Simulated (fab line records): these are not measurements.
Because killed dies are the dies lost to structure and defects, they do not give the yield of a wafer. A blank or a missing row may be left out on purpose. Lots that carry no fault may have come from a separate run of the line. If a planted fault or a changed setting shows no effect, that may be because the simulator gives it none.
What tool caused it? | flow berkeley-cmos170 | Sampling: 14 lots, 42 wafers, 6 of 331 route steps

WHAT THE GAUGES READ, wafer by wafer
UCB170_ACTIVE_CD_MEAS_90: the cd target is 1200 nm. Usual: cd-nm 1200.4 nm, standard deviation 1.3.
lot  | measured    | on        | cd-nm (nm)           | flag
L625 | day 4 19:18 | cd-sem-02 | 1200.2 1199.0 1199.1 |
L628 | day 5 21:19 | cd-sem-01 | 1199.9 1199.3 1199.0 |
L630 | day 5 22:16 | cd-sem-01 | 1200.6 1200.0 1200.3 |
L632 | day 6 18:55 | cd-sem-02 | 1200.8 1200.8 1201.3 |
L631 | day 6 19:11 | cd-sem-02 | 1202.5 1201.2 1201.3 |
L633 | day 7 04:17 | cd-sem-01 | 1201.0 1201.1 1201.6 |
L635 | day 7 04:24 | cd-sem-01 | 1199.8 1200.1 1199.3 |
L639 | day 7 09:46 | cd-sem-02 | 1200.4 1201.0 1199.4 |
L637 | day 7 10:09 | cd-sem-01 | - - -                | OFF
L638 | day 7 14:26 | cd-sem-02 | - - -                | OFF
L644 | day 8 14:54 | cd-sem-01 | 1201.1 1201.1 1201.0 |
L646 | day 9 10:50 | cd-sem-02 | 1200.9 1201.7 1200.4 |
L648 | day 9 16:00 | cd-sem-02 | 1202.5 1203.1 1200.1 |
L647 | day 9 16:17 | cd-sem-02 | 1202.4 1200.9 1201.8 |

UCB170_PVT_TW_MEAS_09. Usual: PVT_TW 511, standard deviation 5.3.
lot  | measured     | on            | PVT_TW      | flag
L625 | day 6 05:14  | film-metro-01 | 513 510 513 |
L628 | day 7 15:25  | film-metro-01 | 514 510 515 |
L630 | day 7 15:34  | film-metro-04 | 517 515 513 |
L632 | day 8 10:05  | film-metro-04 | 517 513 513 |
L631 | day 8 10:23  | film-metro-03 | 499 503 504 |
L633 | day 9 09:05  | film-metro-01 | 512 514 512 |
L635 | day 9 09:22  | film-metro-04 | 513 516 512 |
L639 | day 9 07:59  | film-metro-01 | 515 510 512 |
L644 | day 10 11:35 | film-metro-04 | 513 506 509 |
L646 | day 11 09:11 | film-metro-03 | 501 502 502 |
L648 | day 11 09:27 | film-metro-01 | 511 509 512 |
L647 | day 11 08:54 | film-metro-04 | 514 513 514 |

UCB170_PLDD_TW_MEAS_11. Usual: PLDD_TW 1005, standard deviation 13.
lot  | measured     | on            | PLDD_TW        | flag
L625 | day 7 04:55  | film-metro-04 | 1027 1030 1030 |
L628 | day 8 08:02  | film-metro-03 | 995 999 995    |
L630 | day 8 07:46  | film-metro-04 | 1023 1023 1028 |
L632 | day 9 07:00  | film-metro-03 | 992 987 992    |
L631 | day 9 06:28  | film-metro-03 | 992 993 985    |
L633 | day 10 01:37 | film-metro-04 | 1020 1022 1022 |
L635 | day 10 01:14 | film-metro-04 | 1022 1016 1022 |
L639 | day 10 00:33 | film-metro-03 | 992 990 998    |
L644 | day 11 08:19 | film-metro-04 | 1019 1021 1023 |
L646 | day 12 02:49 | film-metro-03 | 999 996 997    |
L648 | day 12 02:19 | film-metro-03 | 991 993 996    |
L647 | day 12 02:34 | film-metro-02 | 1008 1013 1015 |

UCB170_V1_THK_MEAS_01. Usual: V1_TEOS_THK 1986 nm, standard deviation 25.
lot  | measured     | on            | V1_TEOS_THK (nm) | flag
L625 | day 8 07:37  | film-metro-02 | 1987 1983 2007   |
L628 | day 9 06:07  | film-metro-02 | 1953 1972 1993   |
L630 | day 9 04:47  | film-metro-02 | 1965 1977 2008   |
L632 | day 10 07:18 | film-metro-01 | 1968 1967 1988   |
L631 | day 10 05:59 | film-metro-01 | 1949 2018 1980   |
L633 | day 11 05:16 | film-metro-01 | 2029 2054 2029   |
L635 | day 11 05:07 | film-metro-02 | 1972 1980 1991   |
L639 | day 11 00:56 | film-metro-01 | 1989 2027 2018   |
L644 | day 12 09:04 | film-metro-04 | 1975 1955 2005   |
L646 | day 13 03:17 | film-metro-02 | 1982 2026 2022   |
L648 | day 13 01:56 | film-metro-04 | 1938 1996 2011   |
L647 | day 13 03:16 | film-metro-01 | 1965 1975 1995   |

WHICH TOOL RAN EACH LOT (tool, then ch and the chambers of the sampled wafers, then the start)
lot  | UCB170_ACTIVE_ETCH_15             | UCB170_ACTIVE_STRIP_16
L625 | rie-diel-02 ch 1,3, day 4 19:02   | plasma-asher-04 ch 0,1, day 4 19:08
L628 | rie-diel-02 ch 0,1,2, day 5 20:44 | plasma-asher-01 ch 0,1, day 5 20:50
L630 | rie-diel-02 ch 0,1, day 5 21:42   | plasma-asher-03 ch 0,1, day 5 21:48
L632 | rie-diel-03 ch 0,2,3, day 6 18:43 | plasma-asher-01 ch 0,1, day 6 18:49
L631 | rie-diel-02 ch 0,3, day 6 18:57   | plasma-asher-03 ch 0,1, day 6 19:05
L633 | rie-diel-02 ch 0,1,3, day 7 04:04 | plasma-asher-04 ch 0,1, day 7 04:10
L635 | rie-diel-03 ch 0,1,3, day 7 04:08 | plasma-asher-03 ch 0,1, day 7 04:15
L639 | rie-diel-02 ch 1,3, day 7 09:34   | plasma-asher-03 ch 0,1, day 7 09:40
L637 | rie-diel-03 ch 0,1,2, day 7 09:52 | plasma-asher-03 ch 0,1, day 7 09:58
L638 | rie-diel-01 ch 1,2,3, day 7 14:13 | plasma-asher-01 ch 0,1, day 7 14:19
L644 | rie-diel-03 ch 1,2,3, day 8 14:40 | plasma-asher-04 ch 0,1, day 8 14:47
L646 | rie-diel-03 ch 0,1,2, day 9 10:34 | plasma-asher-04 ch 0,1, day 9 10:42
L648 | rie-diel-01 ch 2,3, day 9 15:47   | plasma-asher-03 ch 0,1, day 9 15:53
L647 | rie-diel-03 ch 0,1,2, day 9 16:04 | plasma-asher-01 ch 0,1, day 9 16:10
- UCB170_ACTIVE_ETCH_15: etches Si3N4 in CH3F/Ar/O2, stops on SiO2, target depth 242 nm, time 151 s.
- UCB170_ACTIVE_STRIP_16: strips in O2.

AS READ BY THE TOOLS THEMSELVES (means over the sampled wafers that have a number; for cases with no such wafer, the mark the record gives instead)
UCB170_ACTIVE_ETCH_15. Usual: CH3F_flow_sccm 20.00 sccm, standard deviation 0.06; O2_flow_sccm 7.001 sccm, standard deviation 0.019; drypump-motor-current-A 5.5 A, standard deviation 0.41; oes-product-au 0.949 a.u., standard deviation 0.014; throttle-valve-pct 8.02 %, standard deviation 0.12.
lot  | tool        | CH3F_flow_sccm (sccm) | O2_flow_sccm (sccm) | drypump-motor-current-A (A) | oes-product-au (a.u.) | throttle-valve-pct (%) | flag
L625 | rie-diel-02 | 20.04                 | 6.995               | 5.7                         | 0.952                 | 8.08                   |
L628 | rie-diel-02 | 20.03                 | 6.993               | 5.6                         | 0.952                 | 7.99                   |
L630 | rie-diel-02 | 19.97                 | 6.996               | 5.4                         | 0.959                 | 8.01                   |
L632 | rie-diel-03 | 19.97                 | 7.008               | 5.4                         | 0.951                 | 7.99                   |
L631 | rie-diel-02 | 20.02                 | 6.981               | 5.1                         | 0.940                 | 7.91                   |
L633 | rie-diel-02 | 19.97                 | 6.985               | 5.4                         | 0.947                 | 8.01                   |
L635 | rie-diel-03 | 19.99                 | 7.000               | 5.6                         | 0.966                 | 8.01                   |
L639 | rie-diel-02 | 19.98                 | 7.012               | 5.6                         | 0.954                 | 8.07                   |
L637 | rie-diel-03 | -                     | -                   | -                           | -                     | -                      | OFF
L638 | rie-diel-01 | -                     | -                   | -                           | -                     | -                      | OFF
L644 | rie-diel-03 | 19.95                 | 6.993               | 5.5                         | 0.955                 | 8.00                   |
L646 | rie-diel-03 | 20.06                 | 6.995               | 5.3                         | 0.962                 | 8.07                   |
L648 | rie-diel-01 | 19.97                 | 6.987               | 5.0                         | 0.932                 | 8.21                   |
L647 | rie-diel-03 | 20.00                 | 7.011               | 5.4                         | 0.952                 | 8.07                   |

UCB170_ACTIVE_STRIP_16. Usual: drypump-motor-current-A 5.7 A, standard deviation 0.45; oes-product-au 0.720 a.u., standard deviation 0.0047; strip-time-to-endpoint-s 18.04 s, standard deviation 0.094.
lot  | tool            | drypump-motor-current-A (A) | oes-product-au (a.u.) | strip-time-to-endpoint-s (s) | flag
L625 | plasma-asher-04 | 5.7                         | 0.720                 | 18.12                        |
L628 | plasma-asher-01 | 5.7                         | 0.722                 | 17.90                        |
L630 | plasma-asher-03 | 5.6                         | 0.717                 | 17.95                        |
L632 | plasma-asher-01 | 5.7                         | 0.722                 | 18.03                        |
L631 | plasma-asher-03 | 5.3                         | 0.718                 | 18.11                        |
L633 | plasma-asher-04 | 5.7                         | 0.716                 | 18.11                        |
L635 | plasma-asher-03 | 5.6                         | 0.724                 | 17.94                        |
L639 | plasma-asher-03 | 5.6                         | 0.721                 | 17.90                        |
L637 | plasma-asher-03 | 5.6                         | 0.734                 | 21.75                        | OFF
L638 | plasma-asher-01 | 6.1                         | 0.727                 | 21.65                        | OFF
L644 | plasma-asher-04 | 5.7                         | 0.723                 | 18.05                        |
L646 | plasma-asher-04 | 5.8                         | 0.723                 | 18.11                        |
L648 | plasma-asher-03 | 5.6                         | 0.722                 | 17.91                        |
L647 | plasma-asher-01 | 6.1                         | 0.723                 | 17.96                        |

THE ANSWER, worked out from the rows above alone
Rule: a lot is off if the mean of its wafers that have a number lies more than 3 standard deviations from the usual mean. A lot without any number at a reading at which 4 lots or more have one is off too. Where the step has rows for the other lots, those lots are counted as sound. Order of review: gauges by route order, followed by the tools' own readings, for which a lot's mean as printed above is used. The first step at which some lot is off is used, and at that step the reading that is off furthest; a lot without a number counts as furthest.
Off at UCB170_ACTIVE_CD_MEAS_90 (cd-nm): L637, L638. Without a number there: L637, L638.
If a tool, at a process step before that reading, ran all the lots that are off and no sound lot after the first of them, it fits. Not tried: the gauges at UCB170_ACTIVE_CD_MEAS_90; whatever is off there is also off at UCB170_ACTIVE_ETCH_15, on other tools, and gauge error can't account for it. Of those tried, none fits.

WHAT WAS PUT IN BY THE SIMULATOR
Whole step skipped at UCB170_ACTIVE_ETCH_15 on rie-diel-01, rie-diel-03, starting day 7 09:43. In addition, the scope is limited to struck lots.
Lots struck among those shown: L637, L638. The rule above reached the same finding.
